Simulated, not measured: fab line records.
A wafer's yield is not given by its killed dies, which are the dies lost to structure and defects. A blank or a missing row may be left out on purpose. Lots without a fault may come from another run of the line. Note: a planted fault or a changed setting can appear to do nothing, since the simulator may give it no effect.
Struck lot and sound lot, side by side / flow rit-cmos / 44 steps out of a route of 202
Sound: the wafers L507.1, L507.3, L507.5. Struck: wafers L516.2, L516.3, L516.5. The cause is given at the end.
Per side, at each step with rows, come the tool, then ch with its chambers, and then its first start. Under that, the readings that differ: sound wafers / struck wafers / difference of the means / sigmas: that difference in standard deviations of wafers without a fault.
alike: same words and numbers on both sides, and readings whose means sit less than 2 such deviations apart. not compared: any withheld reading, any reading some wafer has no value for, any bound like >300 that may hide the same value, and any number with overlapping values for which the record gives no deviation.
Wherever a step has rows on one side only, a row that says differs or no value, or a row with sigmas, the two part there. Numbers that have no deviation but don't overlap get no sigmas and don't part them. A reading missing from all wafers of one side parts the sides only when that side holds two or more wafers.

first, 3 steps without rows for these wafers: RIT_REOX_CLEAN_01 (cleans in dHF, time 30 s); RIT_REOX_CLEAN_02 (cleans in SC2, time 600 s); RIT_REOX_OXIDATION_03 (target thk 25.2 nm, ox time 5580 s).
RIT_REOX_THK_MEAS_04:
  sound on film-metro-03 at day 3 12:02; struck on film-metro-02 at day 5 08:14
  alike: REOX_OXIDE_THK
then, 6 steps without rows for these wafers: RIT_NLDD_HMDS_00 (prime time 60 s); RIT_NLDD_COAT_01 (resist thk 1000 nm); RIT_NLDD_SOFTBAKE_02 (time 60 s); RIT_NLDD_EXPOSE_03 (exposes mask M7, target cd 40700 nm); RIT_NLDD_PEB_04; RIT_NLDD_DEVELOP_05 (develop time 50 s).
RIT_NLDD_OVL_MEAS_06:
  sound on overlay-01 at day 3 12:56; struck on overlay-02 at day 5 09:16
  alike: NLDD_OVL
then, 1 step without rows for these wafers: RIT_NLDD_HARDBAKE_07 (time 60 s).
RIT_NLDD_IMPLANT_08:
  sound on implanter-02 ch 0, day 3 13:08; struck on implanter-03 ch 0, day 5 09:28
reading=beam-energy-keV; sound=19.994 19.999 20.003; struck=26.012 26.003 26.003; difference=+6.007; sigmas=+99 or more
reading=beam-on-s (s); sound=28.8 28.5 29.1; struck=21.5 21.5 21.7; difference=-7.2; sigmas=-4
reading=faraday-current-uA; sound=539 550 536; struck=723 725 715; difference=+179; sigmas=+6
reading=model.implant.rp-nm (nm); sound=27.46 27.46 27.46; struck=33.35 33.35 33.35; difference=+5.89; sigmas=
reading=model.implant.drp-nm (nm); sound=12.97 12.97 12.97; struck=15.19 15.19 15.19; difference=+2.22; sigmas=
RIT_NLDD_STRIP_09: strips in O2, time 180 s.
  sound on plasma-asher-01 ch 0,1, day 3 13:17; struck on plasma-asher-02 ch 0,1, day 5 09:35
  alike: chamber-pressure-mTorr, drypump-motor-current-A
  not compared: rf-hours-counter-h
RIT_NLDD_TW_MEAS_10:
  sound on film-metro-04 at day 3 13:27; struck on film-metro-02 at day 5 09:46
reading=NLDD_TW; sound=2469 2451 2463; struck=2694 2695 2717; difference=+241; sigmas=+13
then, 6 steps without rows for these wafers: RIT_PLDD_HMDS_00 (prime time 60 s); RIT_PLDD_COAT_01 (resist thk 981.8 nm); RIT_PLDD_SOFTBAKE_02 (time 60 s); RIT_PLDD_EXPOSE_03 (exposes mask M8, target cd 40900 nm); RIT_PLDD_PEB_04; RIT_PLDD_DEVELOP_05 (develop time 50 s).
RIT_PLDD_OVL_MEAS_06:
  sound on overlay-02 at day 3 14:29; struck on overlay-02 at day 5 10:41
  alike: PLDD_OVL
then, 2 steps without rows for these wafers: RIT_PLDD_HARDBAKE_07 (time 60 s); RIT_PLDD_IMPLANT_08.
RIT_PLDD_STRIP_09: strips in O2, time 180 s.
  sound on plasma-asher-01 ch 1, day 3 14:49; struck on plasma-asher-02 ch 0, day 5 11:01
  alike: chamber-pressure-mTorr, drypump-motor-current-A
  not compared: rf-hours-counter-h
RIT_PLDD_TW_MEAS_10:
  sound on film-metro-02 at day 3 15:00; struck on film-metro-02 at day 5 11:12
  alike: PLDD_TW
then, 4 steps without rows for these wafers: RIT_SPACER_CLEAN_00 (cleans in SC1, time 600 s); RIT_SPACER_CLEAN_01 (cleans in dHF, time 30 s); RIT_SPACER_CLEAN_02 (cleans in SC2, time 600 s); RIT_SPACER_CVD_03 (deposits Si3N4 from SiH2Cl2/NH3, target thk 250 nm, time 3300 s).
RIT_SPACER_THK_MEAS_04:
  sound on film-metro-01 at day 3 18:18; struck on film-metro-03 at day 5 13:32
  alike: SPACER_NITRIDE_THK
RIT_SPACER_ETCHBACK_05: etches Si3N4 in SF6/CHF3, stops on SiO2, target depth 250 nm, time 240 s.
  sound on rie-diel-02 ch 1,2, day 3 18:22; struck on rie-diel-02 ch 0,2, day 5 13:35
reading=oes-product-au (a.u.); sound=0.871 0.869 0.869; struck=0.827 0.852 0.827; difference=-0.034; sigmas=-2
  alike: CHF3_flow_sccm, chamber-pressure-mTorr, drypump-motor-current-A, throttle-valve-pct
  not compared: rf-hours-counter-h
then, 6 steps without rows for these wafers: RIT_NSD_HMDS_00 (prime time 60 s); RIT_NSD_COAT_01 (resist thk 1000 nm); RIT_NSD_SOFTBAKE_02 (time 60 s); RIT_NSD_EXPOSE_03 (exposes mask M9, target cd 40700 nm); RIT_NSD_PEB_04; RIT_NSD_DEVELOP_05 (develop time 50 s).
RIT_NSD_OVL_MEAS_06:
  sound on overlay-02 at day 3 19:22; struck on overlay-02 at day 5 14:35
  alike: NSD_OVL
then, 2 steps without rows for these wafers: RIT_NSD_HARDBAKE_07 (time 60 s); RIT_NSD_IMPLANT_08.
RIT_NSD_STRIP_09: strips in O2, time 180 s.
  sound on plasma-asher-03 ch 0,1, day 3 19:42; struck on plasma-asher-04 ch 1, day 5 14:55
reading=drypump-motor-current-A (A); sound=6.2 6.5 6.5; struck=5.3 5.3 5.3; difference=-1.1; sigmas=-2
  alike: chamber-pressure-mTorr
  not compared: rf-hours-counter-h
RIT_SDANNEAL_RS_MEAS_07: the measuring method here is four-point-probe.
  sound on film-metro-04 at day 3 22:08; struck on film-metro-02 at day 5 17:38
reading=NLDD_RS (ohm/sq); sound=152.9 153.1 153.3; struck=149.3 148.9 149.1; difference=-4.0; sigmas=-7
RIT_M1_PROBE_99:
  sound on prober-02 at day 4 05:20; struck on prober-01 at day 6 01:15
reading=killed-at-contacts; sound=0 2 0; struck=0 0 0; difference=-1; sigmas=-2
reading=model.etest.nldd.rs-ohm-sq; sound=399.3 398.8 403; struck=299.1 298.8 299.1; difference=-101.4; sigmas=
reading=model.etest.nmos_0p15.r-on-ohm-um; sound=1156 1199 1200; struck=1097 1131 1111; difference=-72; sigmas=
reading=model.etest.nldd.line-ohm-um; sound=128.4 126.3 128.9; struck=95.3 94.62 95.27; difference=-32.8; sigmas=
reading=model.etest.nmos-turned.isub-log10-a-um; sound=-7.245 -7.207 -7.252; struck=-7.079 -7.057 -7.054; difference=+0.171; sigmas=
reading=model.etest.diode-nplus-pwell.bv-v (V); sound=5.947 5.897 5.98; struck=6.035 6.046 5.989; difference=+0.082; sigmas=
reading=model.etest.nmos_0p15.isub-log10-a-um; sound=-6.98 -6.984 -7.007; struck=-6.878 -6.962 -6.953; difference=+0.059; sigmas=
  alike: killed-at-front-end, killed-dies, killed-open, killed-short
  not compared: model.etest.gate-end-array.leak-log10-a-um, model.etest.nmos_0p3.off-log10-a-um

== WHERE THEY PART ==
At RIT_NLDD_IMPLANT_08 first; at RIT_M1_PROBE_99 last (within this record only).

WHY: whatever the simulator had introduced
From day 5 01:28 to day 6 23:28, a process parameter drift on implanter-03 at RIT_NLDD_IMPLANT_08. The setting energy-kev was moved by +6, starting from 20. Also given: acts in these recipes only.
